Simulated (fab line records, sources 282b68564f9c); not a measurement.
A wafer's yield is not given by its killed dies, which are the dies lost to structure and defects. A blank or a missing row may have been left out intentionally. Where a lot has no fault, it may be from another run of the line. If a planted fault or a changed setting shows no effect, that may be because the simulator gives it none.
fab line records    flow rit_cmos
record: lots: 5  wafers: 15  last_day: 7
route steps=202 shown CONTACT@180 M1@184
lots that met no fault: from a run of the same line without faults
start_h: start of the lot's first displayed wafer, in hours after the record's first day    wait_h: hours from the lot's prior step to this one    " as in the row above    L1.1+2: a single row standing in for several wafers    - no value present, or no start provided    * or withheld: withheld    < > ~ a bound
route shown NAME@n: NAME is a module with steps in the file, n the number in the route of the first one    usual: mean/standard deviation of fault-free wafers    same: alike in all rows    chamber/n: place in a boat    sites: per-site readings    _std_site: the values' standard deviation    _edge_site: mean of outer sites minus mean of inner sites    radius_mm: for every site, how far away it sits from the centre of the wafer    mask NAME#n: copy n    behind: the last tool/chamber to shape the wafer    hold: why the lot was held/for how many hours/how that ended    device: the n, p or np transistor that did not switch    end of line: the tests these same wafers got at the end of their route    where a step has no rows: the recipe by itself    killed: count of dies lost to structure and defects at first sort (not the wafer's yield)    map: a wafer's dies, x killed, . not, _ none there
set.NAME: the setting as run; set.NAME@STEP: as run at that earlier step    model.NAME: the simulator's own value behind a step, which no gauge read
lots at some steps of the route; a table a step, a row a wafer
services: when a tool's chamber went out of use (start_h, in hours from the record's first day, below 0 if earlier), for how many hours, and the reason
== steps ==
step: RIT_CONTACT_STRIP_12
recipe: chemistry: O2  time_s: 180  resist: NOVOLAK  platen_temp_c: withheld  power_w: 500  pressure_mtorr: 4000  o2_flow_sccm: 4000
usual: chamber_pressure_mTorr: 4000/4  drypump_motor_current_A: 5.86/0.29
lot.wafer  tool             chamber  start_h  wait_h  chamber_pressure_mTorr  drypump_motor_current_A  rf_hours_counter_h
L160.2     plasma_asher-03  0        62.51    0.1     4002                    6.06                     41
L160.5     "                0        "        "       3999                    6.04                     -
L160.6     "                1        "        "       4006                    5.50                     -
L165.2     plasma_asher-01  0        86.95    0.1     4002                    5.60                     43
L165.3     "                1        "        "       3996                    6.31                     -
L165.5     "                0        "        "       4002                    5.59                     -
L172.3     plasma_asher-03  1        125.95   0.2     3990                    5.51                     -
L172.4     "                0        "        "       4000                    6.05                     -
L172.6     "                0        "        "       3997                    6.05                     -
L176.1     plasma_asher-01  1        143.43   0.1     4000                    6.36                     49
L176.5     "                0        "        "       4003                    5.55                     -
L176.6     "                1        "        "       4009                    6.32                     -
L179.2     plasma_asher-01  0        156.75   0.1     4003                    5.55                     51
L179.4     "                1        "        "       3997                    6.32                     -
L179.6     "                0        "        "       3997                    5.55                     -
step: RIT_CONTACT_CD_MEAS_90
recipe: target_cd_nm: 1000
usual: cd_nm: 999.5/1.8
lot.wafer  tool       chamber  start_h  wait_h  cd_nm
L160.2     cd_sem-02  -        62.71    0.1     1002.2
L160.5     "          -        "        "       1000.4
L160.6     "          -        "        "       1002.0
L165.2     cd_sem-02  -        87.15    0.1     1000.2
L165.3     "          -        "        "       998.5
L165.5     "          -        "        "       998.9
L172.3     cd_sem-01  -        126.10   0.1     999.5
L172.4     "          -        "        "       998.7
L172.6     "          -        "        "       999.1
L176.1     cd_sem-01  -        143.60   0.1     999.6
L176.5     "          -        "        "       996.5
L176.6     "          -        "        "       998.8
L179.2     cd_sem-01  -        156.95   0.1     996.0
L179.4     "          -        "        "       997.1
L179.6     "          -        "        "       997.0
step: RIT_CONTACT_CLEAN_13
recipe: chemistry: SC1  mix: 3:3:50  time_s: 600  temp_c: 75
step: RIT_CONTACT_CLEAN_14
recipe: chemistry: SC2  mix: 3:3:50  time_s: 600  temp_c: 75  dry: n2_spin
step: RIT_M1_SPUTTER_00
recipe: material: Al  target_thk_nm: 400  power_w: 2000  chamber_pressure_pa: 0.4  gas: Ar  time_s: 500  substrate_temp_c: 25
usual: chamber_pressure_pa: 0.4000/0.00076  throttle_valve_pct: 30.1/0.8
lot.wafer  tool            chamber  start_h  wait_h  chamber_pressure_pa  throttle_valve_pct
L160.2     pvd_sputter-01  -        63.17    0.0     0.3992               30.3
L160.5     "               -        "        "       0.4002               30.0
L160.6     "               -        "        "       0.3992               30.3
L165.2     pvd_sputter-04  -        87.63    0.0     0.4002               30.7
L165.3     "               -        "        "       0.4004               28.6
L165.5     "               -        "        "       0.4000               28.9
L172.3     pvd_sputter-01  -        126.55   0.0     0.4010               30.9
L172.4     "               -        "        "       0.4001               30.5
L172.6     "               -        "        "       0.4007               31.1
L176.1     pvd_sputter-01  -        144.07   0.0     0.3993               30.1
L176.5     "               -        "        "       0.4009               30.7
L176.6     "               -        "        "       0.4001               30.1
L179.2     pvd_sputter-04  -        157.43   0.0     0.4001               28.7
L179.4     "               -        "        "       0.4010               28.5
L179.6     "               -        "        "       0.3987               30.4
step: RIT_M1_RS_MEAS_01
recipe: thk_meas_gauge: four-point-probe  reads: Al_of_M1_SPUTTER_00
usual: M1_AL_RS: 0.0737/0.00078
lot.wafer  tool           chamber  start_h  wait_h  M1_AL_RS[ohm/sq]
L160.2     film_metro-02  -        63.49    0.2     0.0763
L160.5     "              -        "        "       0.0763
L160.6     "              -        "        "       0.0756
L165.2     film_metro-03  -        87.94    0.2     0.0729
L165.3     "              -        "        "       0.0728
L165.5     "              -        "        "       0.0729
L172.3     film_metro-03  -        126.88   0.2     0.0732
L172.4     "              -        "        "       0.0741
L172.6     "              -        "        "       0.0733
L176.1     film_metro-02  -        144.36   0.1     0.0733
L176.5     "              -        "        "       0.0731
L176.6     "              -        "        "       0.0730
L179.2     film_metro-03  -        157.75   0.2     0.0740
L179.4     "              -        "        "       0.0740
L179.6     "              -        "        "       0.0739
step: RIT_M1_THK_MEAS_02
recipe: thk_meas_gauge: xrf  reads: Al_of_M1_SPUTTER_00
usual: M1_AL_THK: 394/5
lot.wafer  tool           chamber  start_h  wait_h  M1_AL_THK[nm]
L160.2     film_metro-02  -        63.60    0.1     380
L160.5     "              -        "        "       380
L160.6     "              -        "        "       384
L165.2     film_metro-03  -        88.05    0.1     401
L165.3     "              -        "        "       402
L165.5     "              -        "        "       400
L172.3     film_metro-03  -        126.98   0.1     399
L172.4     "              -        "        "       392
L172.6     "              -        "        "       397
L176.1     film_metro-02  -        144.48   0.1     392
L176.5     "              -        "        "       394
L176.6     "              -        "        "       390
L179.2     film_metro-03  -        157.86   0.1     394
L179.4     "              -        "        "       393
L179.6     "              -        "        "       393
step: RIT_M1_HMDS_03
recipe: prime_time_s: 60  prime_temp_c: 140
step: RIT_M1_COAT_04
recipe: resist: NOVOLAK  spin_rpm: 2000  resist_thk_nm: 1300
step: RIT_M1_SOFTBAKE_05
recipe: resist: NOVOLAK  temp_c: 90  time_s: 60
step: RIT_M1_EXPOSE_06
recipe: mask_id: M12  na: 0.6  source_shape: conventional  sigma_outer: 0.5  target_cd_nm: 2600  dose_mj: 250
step: RIT_M1_PEB_07
recipe: resist: NOVOLAK  temp_c: withheld  time_s: withheld
step: RIT_M1_DEVELOP_08
recipe: resist: NOVOLAK  develop_time_s: 68  dev_temp_c: 23
usual: developer_temp_C: 23.05/0.11
lot.wafer  tool            chamber  start_h  wait_h  developer_temp_C
L160.2     litho_track-04  0        64       -       22.96
L160.5     "               0        "        "       22.99
L160.6     "               0        "        "       22.99
L165.2     litho_track-04  0        88       -       23.06
L165.3     "               0        "        "       23.00
L165.5     "               0        "        "       23.06
L172.3     litho_track-04  0        128      -       25.30
L172.4     "               0        "        "       25.33
L172.6     "               0        "        "       25.49
L176.1     litho_track-03  0        145      -       23.12
L176.5     "               0        "        "       23.08
L176.6     "               0        "        "       22.92
L179.2     litho_track-02  0        158      -       23.01
L179.4     "               0        "        "       22.90
L179.6     "               0        "        "       22.99
step: RIT_M1_CD_MEAS_09
recipe: target_cd_nm: 2600
usual: cd_nm: 2600.6/2.5
lot.wafer  tool       chamber  start_h  wait_h  cd_nm
L160.2     cd_sem-02  -        64.70    -       2598.8
L160.5     "          -        "        "       2597.6
L160.6     "          -        "        "       2596.4
L165.2     cd_sem-02  -        89.00    -       2599.5
L165.3     "          -        "        "       2599.5
L165.5     "          -        "        "       2600.3
L172.3     cd_sem-01  -        128.17   -       2610.0
L172.4     "          -        "        "       2608.3
L172.6     "          -        "        "       2606.4
L176.1     cd_sem-02  -        145.42   -       2606.0
L176.5     "          -        "        "       2603.9
L176.6     "          -        "        "       2601.9
L179.2     cd_sem-02  -        159.04   -       2600.6
L179.4     "          -        "        "       2599.4
L179.6     "          -        "        "       2600.7
step: RIT_M1_OVL_MEAS_10
usual: M1_OVL: 0.6/1.5
lot.wafer  tool        chamber  start_h  wait_h  M1_OVL[nm]
L160.2     overlay-01  -        64.80    0.1     1.7
L160.5     "           -        "        "       1.0
L160.6     "           -        "        "       1.3
L165.2     overlay-01  -        89.11    0.1     0.2
L165.3     "           -        "        "       0.8
L165.5     "           -        "        "       0.8
L172.3     overlay-02  -        128.26   0.1     -1.3
L172.4     "           -        "        "       -1.2
L172.6     "           -        "        "       -2.4
L176.1     overlay-02  -        145.54   0.1     -1.5
L176.5     "           -        "        "       -1.1
L176.6     "           -        "        "       0.2
L179.2     overlay-02  -        159.14   0.1     0.9
L179.4     "           -        "        "       2.3
L179.6     "           -        "        "       1.9
step: RIT_M1_PROBE_99
usual: defect_limited_yield: 97.4/1.1  killed_at_M0_to_M3: 0.0/0.18  killed_at_front_end: 6.6/3  killed_dies: 7/3  killed_open: 3.3/2  killed_short: 3.4/2  sort_bin_3_pad_short: 0.1/0.25  sort_bin_5_function: 1.5/0.86  sort_bin_6_memory: 0.9/0.63  sort_n_pass: 257/3  sort_yield_pct: 97.4/1.1
same: gross_dies: 264  killed_at_M4_up: 0  killed_at_back_side: 0  killed_at_contacts: 0  killed_at_other: 0
lot.wafer  tool       chamber  start_h  wait_h  defect_limited_yield[%]  killed_at_M0_to_M3  killed_at_front_end  killed_dies  killed_open  killed_short  sort_bin_3_pad_short[%]  sort_bin_5_function[%]  sort_bin_6_memory[%]  sort_n_pass  sort_yield_pct[%]
L160.2     prober-01  -        67.67    0.1     98.5                     0                   4                    4            1            3             0.8                      0                       0.8                   260          98.5
L160.5     prober-01  -        67.82    0.2     97.7                     0                   6                    6            2            4             0                        1.5                     0.8                   258          97.7
L160.6     prober-01  -        67.87    0.2     97.7                     0                   6                    6            4            1             0                        1.5                     0.8                   258          97.7
L165.2     prober-02  -        91.71    0.1     98.9                     0                   3                    3            0            3             0                        0.8                     0.4                   261          98.9
L165.3     prober-02  -        91.76    0.2     98.5                     0                   4                    4            1            3             0.4                      0.8                     0.4                   260          98.5
L165.5     prober-02  -        91.86    0.2     98.5                     0                   4                    4            2            2             0                        1.5                     0                     260          98.5
L172.3     prober-02  -        130.92   0.2     96.6                     0                   9                    9            4            5             0                        1.9                     1.5                   255          96.6
L172.4     prober-02  -        130.97   0.2     97.3                     0                   7                    7            5            2             0                        1.5                     1.1                   257          97.3
L172.6     prober-02  -        131.07   0.2     98.1                     0                   5                    5            3            2             0                        1.1                     0.8                   259          98.1
L176.1     prober-02  -        148.08   0.1     97.3                     0                   7                    7            3            4             0                        2.3                     0.4                   257          97.3
L176.5     prober-02  -        148.28   0.2     97.3                     0                   7                    7            3            4             0                        1.5                     1.1                   257          97.3
L176.6     prober-02  -        148.33   0.2     98.5                     1                   3                    4            1            3             0                        1.5                     0                     260          98.5
L179.2     prober-02  -        161.76   0.1     95.1                     0                   13                   13           5            8             0                        3.0                     1.9                   251          95.1
L179.4     prober-02  -        161.86   0.2     99.6                     0                   1                    1            0            1             0                        0.4                     0                     263          99.6
L179.6     prober-02  -        161.96   0.2     98.1                     0                   5                    5            2            3             0                        1.1                     0.8                   259          98.1
killed by level:class
L160.2 GATE:geometric_particle:short=2 FOX1:geometric_particle:short=1 SPACER:geometric_particle:open=1
L160.5 FOX1:geometric_particle:open=1 FOX2:geometric_particle:short=1 GATE:geometric_particle:open=1 REOX:geometric_particle:short=1 SPACER:geometric_particle:short=1 SILICIDE:geometric_particle:short=1
L160.6 SILICIDE:geometric_particle:open=2 GATE:geometric_particle:open=1 REOX:geometric_particle:open=1 SPACER:geometric_particle:short=1 NSD:coat_microbubble_printed=1
L165.2 FOX1:geometric_particle:short=2 SPACER:geometric_particle:short=1
L165.3 FOX1:geometric_particle:short=1 GATE:geometric_particle:open=1 GATE:geometric_particle:short=1 SILICIDE:geometric_particle:short=1
L165.5 FOX1:geometric_particle:short=2 FOX1:geometric_particle:open=1 SILICIDE:geometric_particle:open=1
L172.3 GATE:geometric_particle:open=2 GATE:geometric_particle:short=2 REOX:geometric_particle:short=2 FOX1:geometric_particle:open=1 SPACER:geometric_particle:short=1 SILICIDE:geometric_particle:open=1
L172.4 FOX1:geometric_particle:open=2 REOX:geometric_particle:open=2 FOX1:geometric_particle:short=1 SILICIDE:geometric_particle:short=1 SILICIDE:geometric_particle:open=1
L172.6 GATE:geometric_particle:open=2 SILICIDE:geometric_particle:short=2 FOX1:geometric_particle:open=1
L176.1 FOX1:geometric_particle:short=2 SILICIDE:geometric_particle:open=2 FOX1:geometric_particle:open=1 REOX:geometric_particle:short=1 SPACER:geometric_particle:short=1
L176.5 ACTIVE:geometric_particle:open=1 FOX1:geometric_particle:short=1 FOX1:geometric_particle:open=1 FOX2:geometric_particle:open=1 GATE:geometric_particle:short=1 REOX:geometric_particle:short=1 SILICIDE:geometric_particle:short=1
L176.6 FOX1:geometric_particle:open=1 FOX2:geometric_particle:short=1 REOX:geometric_particle:short=1 M1:geometric_particle:short=1
L179.2 GATE:geometric_particle:short=3 FOX2:geometric_particle:short=2 GATE:geometric_particle:open=2 SPACER:geometric_particle:open=2 FOX1:geometric_particle:open=1 FOX1:geometric_particle:short=1 SPACER:geometric_particle:short=1 SILICIDE:geometric_particle:short=1
L179.4 REOX:geometric_particle:short=1
L179.6 SPACER:geometric_particle:open=2 SILICIDE:geometric_particle:short=2 SPACER:geometric_particle:short=1
== services ==
tool             chamber  start_h  hours  kind
plasma_asher-03  -        108.75   9.0    pm
plasma_asher-03  0        108.75   9.0    vent_cycle
plasma_asher-03  1        108.75   9.0    vent_cycle
plasma_asher-03  0        117.75   -      clean
plasma_asher-03  1        117.75   -      clean
pvd_sputter-04   -        139.98   4.9    repair
plasma_asher-03  -        153.41   2.8    pm
== key ==
first_sign: step: RIT_M1_DEVELOP_08  reading: developer_temp_C  direction: up  sigmas: 20  usual: *  struck: *
effect: step: RIT_M1_CD_MEAS_09  reading: cd_nm  direction: up  sigmas: 3.1  usual: 2600.6  struck: 2608.2
met_at RIT_M1_DEVELOP_08
struck_wafers L172.3,L172.4,L172.6
onset_between 88 128
fault: kind: process_parameter_drift  tool: litho_track-04  chamber: -  onset_h: 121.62  steps: RIT_M1_DEVELOP_08  channel: dev_temp_c  offset: *  shape: step  acts_in: *  stated: *
